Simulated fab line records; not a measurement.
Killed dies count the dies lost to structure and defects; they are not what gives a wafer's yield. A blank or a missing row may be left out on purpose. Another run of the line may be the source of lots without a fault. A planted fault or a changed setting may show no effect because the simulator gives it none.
Which tool did it?    flow berkeley-cmos170    Sampling: 14 lots, 42 wafers, 3 of 331 route steps

## WHAT THE GAUGES SHOWED, per wafer
UCB170_V2_BOW_MEAS_03. Usual: V2_BOW 38 um, standard deviation 6.4.
lot   measured      on             V2_BOW (um)  flag
L224  day 8 06:41   film-metro-03  47 40 42     
L226  day 9 00:55   film-metro-04  37 33 26     
L227  day 9 01:16   film-metro-02  34 42 39     
L228  day 9 01:56   film-metro-02  52 40 52     
L225  day 9 02:53   film-metro-03  51 30 40     
L229  day 9 17:47   film-metro-03  47 47 29     
L230  day 10 02:20  film-metro-02  49 51 44     
L231  day 10 07:01  film-metro-03  33 36 43     
L233  day 10 17:58  film-metro-04  39 44 43     
L235  day 10 20:18  film-metro-04  43 36 29     
L238  day 11 11:11  film-metro-04  44 34 40     
L242  day 12 17:39  film-metro-03  39 25 29     
L244  day 12 18:28  film-metro-03  31 42 47     
L245  day 13 08:16  film-metro-04  47 32 44     

UCB170_M3_OVL_MEAS_16. Usual: M3_OVL 0 nm, standard deviation 4.9.
lot   measured      on          M3_OVL (nm)  flag
L224  day 8 11:12   overlay-02  3 -1 -4      
L226  day 9 05:25   overlay-02  7 5 3        
L227  day 9 06:07   overlay-01  1 3 -2       
L228  day 9 06:47   overlay-01  12 1 4       
L225  day 9 07:34   overlay-01  -3 -5 4      
L229  day 9 21:33   overlay-02  -5 -6 4      
L230  day 10 09:38  overlay-02  -10 -11 -7   
L231  day 10 12:34  overlay-02  3 -1 7       
L233  day 10 22:14  overlay-01  -15 -10 -10  
L235  day 11 00:44  overlay-01  -6 4 4       
L238  day 11 15:45  overlay-01  6 4 7        
L242  day 12 21:24  overlay-01  2 -1 0       
L244  day 12 23:04  overlay-01  -7 -9 -2     
L245  day 13 12:08  overlay-02  0 1 0        

## WHAT TOOL EACH LOT RAN ON (gives the tool, then ch and the chambers of the sampled wafers, and finally the start)
lot   UCB170_M2_ETCH_17
L224  rie-diel-01 ch 1,2,3, day 8 05:40
L226  rie-diel-04 ch 0,2,3, day 8 23:57
L227  rie-diel-02 ch 1,2,3, day 9 00:18
L228  rie-diel-01 ch 0,2,3, day 9 00:57
L225  rie-diel-02 ch 2,3, day 9 01:55
L229  rie-diel-01 ch 0,1,3, day 9 16:49
L230  rie-diel-04 ch 0,3, day 10 01:22
L231  rie-diel-04 ch 0,1,3, day 10 03:50
L233  rie-diel-04 ch 0,1,2, day 10 17:00
L235  rie-diel-04 ch 1,3, day 10 18:25
L238  rie-diel-01 ch 1,2, day 11 10:12
L242  rie-diel-01 ch 0,1, day 12 16:40
L244  rie-diel-04 ch 0,2,3, day 12 17:31
L245  rie-diel-01 ch 0,2,3, day 13 07:14
- UCB170_M2_ETCH_17: etches BARC in N2/H2.

## WHAT THE TOOLS THEMSELVES READ (means of the sampled wafers that have a number; where no wafer has one, the mark that the record gives instead)
UCB170_M2_ETCH_17. Usual: chamber-pressure-mTorr 30.008 mTorr, standard deviation 0.027; drypump-motor-current-A 5.7 A, standard deviation 0.66; oes-product-au 0.996 a.u., standard deviation 0.013; throttle-valve-pct 13.21 %, standard deviation 0.15.
lot   tool         chamber-pressure-mTorr (mTorr)  drypump-motor-current-A (A)  oes-product-au (a.u.)  throttle-valve-pct (%)  flag
L224  rie-diel-01  30.020                          5.0                          0.991                  13.28                   
L226  rie-diel-04  29.988                          6.0                          0.999                  13.21                   
L227  rie-diel-02  30.028                          5.6                          0.984                  13.22                   
L228  rie-diel-01  30.011                          5.6                          1.002                  13.15                   
L225  rie-diel-02  29.981                          5.4                          0.995                  13.24                   
L229  rie-diel-01  29.978                          5.4                          1.001                  13.24                   
L230  rie-diel-04  30.022                          6.0                          0.982                  13.18                   
L231  rie-diel-04  30.001                          5.6                          0.984                  13.27                   
L233  rie-diel-04  30.013                          6.1                          1.009                  13.22                   
L235  rie-diel-04  29.983                          5.2                          0.998                  13.37                   
L238  rie-diel-01  30.009                          5.3                          0.992                  13.18                   
L242  rie-diel-01  30.011                          5.9                          0.996                  13.08                   
L244  rie-diel-04  30.007                          6.0                          0.993                  13.20                   
L245  rie-diel-01  30.003                          5.6                          0.991                  13.13                   

## THE ANSWER, worked out from the rows above alone
Rule: a lot is off if the mean of its wafers that have a number lies more than 3 standard deviations from the usual mean. Also off: a lot with no number at a reading for which 4 or more lots have one. All remaining lots with rows at the step are treated as sound. The gauges are gone through in route order, then the tools' own readings, and for those a lot's mean is taken as printed above. The first step at which some lot is off is used, and at that step the reading that is off furthest; a lot without a number counts as furthest.
Nothing can be told from this: no lot is off at any reading shown.

## WHAT THE SIMULATOR HAD INSERTED
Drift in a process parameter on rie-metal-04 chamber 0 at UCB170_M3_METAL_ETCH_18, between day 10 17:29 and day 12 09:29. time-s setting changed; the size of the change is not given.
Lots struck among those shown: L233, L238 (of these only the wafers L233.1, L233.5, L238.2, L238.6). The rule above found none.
